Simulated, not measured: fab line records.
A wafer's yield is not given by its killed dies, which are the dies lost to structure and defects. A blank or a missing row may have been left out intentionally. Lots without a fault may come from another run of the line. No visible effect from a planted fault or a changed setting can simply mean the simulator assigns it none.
Split-lot experiment :: flow rit_cmos :: 23 wafers read across 5 lots, on a route 202 steps long

THE SPLIT ITSELF
At RIT_ACTIVE_EXPOSE_08 (exposes mask M1, target cd 1400 nm), the setting dose_mj was moved away from the recipe's 225 on 11 of the 23 wafers read, by -5.1% to +6.5%. All remaining wafers had this setting at the recipe value.

FROM THE SPLIT TO THE READING: what the file shows between them, 6 steps
- RIT_ACTIVE_PEB_09
- RIT_ACTIVE_DEVELOP_10: develop time 50 s
- RIT_ACTIVE_CD_MEAS_11: target cd 1400 nm
- RIT_ACTIVE_HARDBAKE_12: time 60 s
- RIT_ACTIVE_ETCH_13: etches Si3N4 in SF6, stops on SiO2, time 210 s, target depth 210 nm
- RIT_ACTIVE_STRIP_14: strips in O2, time 180 s

THE READING
At RIT_ACTIVE_CD_MEAS_90: cd_nm in nanometres, against a target cd of 1400 nm. Typical for fault-free wafers on this fab line: 1399.9 nm, with standard deviation 2.1 nm.

wafer: L076.1
tool, chamber at the split: iline_stepper-01, 0
dose_mj as run: 225
against the recipe: recipe
cd_nm, nm: 1401.1
against lot-mates on the recipe: -

wafer: L076.3
tool, chamber at the split: iline_stepper-01, 0
dose_mj as run: 238.4
against the recipe: +6.0%
cd_nm, nm: 1384.0
against lot-mates on the recipe: -16.5

wafer: L076.4
tool, chamber at the split: iline_stepper-01, 0
dose_mj as run: 238.4
against the recipe: +6.0%
cd_nm, nm: 1381.6
against lot-mates on the recipe: -18.9

wafer: L076.5
tool, chamber at the split: iline_stepper-01, 0
dose_mj as run: 238.4
against the recipe: +6.0%
cd_nm, nm: 1383.9
against lot-mates on the recipe: -16.6

wafer: L076.6
tool, chamber at the split: iline_stepper-01, 0
dose_mj as run: 225
against the recipe: recipe
cd_nm, nm: 1399.9
against lot-mates on the recipe: -

wafer: L077.1
tool, chamber at the split: iline_stepper-01, 0
dose_mj as run: 239.6
against the recipe: +6.5%
cd_nm, nm: 1381.8
against lot-mates on the recipe: -19.0

wafer: L077.3
tool, chamber at the split: iline_stepper-01, 0
dose_mj as run: 239.6
against the recipe: +6.5%
cd_nm, nm: 1381.2
against lot-mates on the recipe: -19.5

wafer: L077.4
tool, chamber at the split: iline_stepper-01, 0
dose_mj as run: 225
against the recipe: recipe
cd_nm, nm: 1399.7
against lot-mates on the recipe: -

wafer: L077.5
tool, chamber at the split: iline_stepper-01, 0
dose_mj as run: 239.6
against the recipe: +6.5%
cd_nm, nm: 1383.8
against lot-mates on the recipe: -17.0

wafer: L077.6
tool, chamber at the split: iline_stepper-01, 0
dose_mj as run: 225
against the recipe: recipe
cd_nm, nm: 1401.8
against lot-mates on the recipe: -

wafer: L082.1
tool, chamber at the split: iline_stepper-02, 0
dose_mj as run: 238.3
against the recipe: +5.9%
cd_nm, nm: 1384.1
against lot-mates on the recipe: -16.8

wafer: L082.3
tool, chamber at the split: iline_stepper-02, 0
dose_mj as run: 225
against the recipe: recipe
cd_nm, nm: 1401.1
against lot-mates on the recipe: -

wafer: L082.4
tool, chamber at the split: iline_stepper-02, 0
dose_mj as run: 238.3
against the recipe: +5.9%
cd_nm, nm: 1385.1
against lot-mates on the recipe: -15.8

wafer: L082.5
tool, chamber at the split: iline_stepper-02, 0
dose_mj as run: 225
against the recipe: recipe
cd_nm, nm: 1400.8
against lot-mates on the recipe: -

wafer: L082.6
tool, chamber at the split: iline_stepper-02, 0
dose_mj as run: 238.3
against the recipe: +5.9%
cd_nm, nm: 1384.9
against lot-mates on the recipe: -16.0

wafer: L083.1
tool, chamber at the split: iline_stepper-01, 0
dose_mj as run: 213.5
against the recipe: -5.1%
cd_nm, nm: 1413.7
against lot-mates on the recipe: +15.1

wafer: L083.2
tool, chamber at the split: iline_stepper-01, 0
dose_mj as run: 225
against the recipe: recipe
cd_nm, nm: 1396.4
against lot-mates on the recipe: -

wafer: L083.4
tool, chamber at the split: iline_stepper-01, 0
dose_mj as run: 213.5
against the recipe: -5.1%
cd_nm, nm: 1412.9
against lot-mates on the recipe: +14.3

wafer: L083.5
tool, chamber at the split: iline_stepper-01, 0
dose_mj as run: 225
against the recipe: recipe
cd_nm, nm: 1400.0
against lot-mates on the recipe: -

wafer: L083.6
tool, chamber at the split: iline_stepper-01, 0
dose_mj as run: 225
against the recipe: recipe
cd_nm, nm: 1399.4
against lot-mates on the recipe: -

wafer: L085.1
tool, chamber at the split: iline_stepper-01, 0
dose_mj as run: 225
against the recipe: recipe
cd_nm, nm: 1400.3
against lot-mates on the recipe: -

wafer: L085.2
tool, chamber at the split: iline_stepper-01, 0
dose_mj as run: 225
against the recipe: recipe
cd_nm, nm: 1399.8
against lot-mates on the recipe: -

wafer: L085.3
tool, chamber at the split: iline_stepper-01, 0
dose_mj as run: 225
against the recipe: recipe
cd_nm, nm: 1399.9
against lot-mates on the recipe: -

THE FIT
A straight line over all 23 wafers: cd_nm changes by -2.69 nm for each +1% of dose_mj; r = -0.99; the points scatter about the line by 1.2 nm.
The same after taking each lot's own level away (the mean of its wafers on the recipe; 23 wafers): -2.85 nm for each +1%; r = -1.00; scatter 0.98 nm.
According to that fit, moving dose_mj by its largest amount changes the reading by 18 nm.
The span of the lots' own levels, 1398.60 to 1400.95 nm, comes to 1.1 times the standard deviation stated above.
Consequently the slope shifts little with the lot-to-lot level, the two slopes agreeing.
Check: for one of the wafers moved furthest among these (+6.5%), held out of the fit, the line's prediction against its lot-mates is -18.4 nm. It came out at -19 nm against them.

THE OTHER SPLITS THESE WAFERS WENT THROUGH
Before the reading, these wafers also passed through other splits. Each is held against what the fit with the lots' levels taken away leaves over:
other split on the same wafers: RIT_ACTIVE_OXIDATION_01 temp_c
wafers away from the commonest value: 15
r with cd_nm (lot level and that fit taken away): +0.06

THE WHOLE CHAIN: every reading that the file lists as answering this split, in the file's order
step: RIT_ACTIVE_CD_MEAS_11
what it does: target cd 1400 nm
reading: cd_nm
change (the file's fit): -2.83 nm for each +1% of the setting
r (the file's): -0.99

step: RIT_ACTIVE_ETCH_13
what it does: etches Si3N4 in SF6, stops on SiO2, time 210 s, target depth 210 nm
reading: ACTIVE.cd_nm (the simulator's own value, which no gauge read)
change (the file's fit): -2.84 nm for each +1% of the setting
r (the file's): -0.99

step: RIT_ACTIVE_CD_MEAS_90
what it does: target cd 1400 nm
reading: cd_nm
change (the file's fit): -2.85 nm for each +1% of the setting
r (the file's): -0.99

THE FILE'S OWN FIT
cd_nm changes by -2.85 nm for each +1% of dose_mj, r = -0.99.
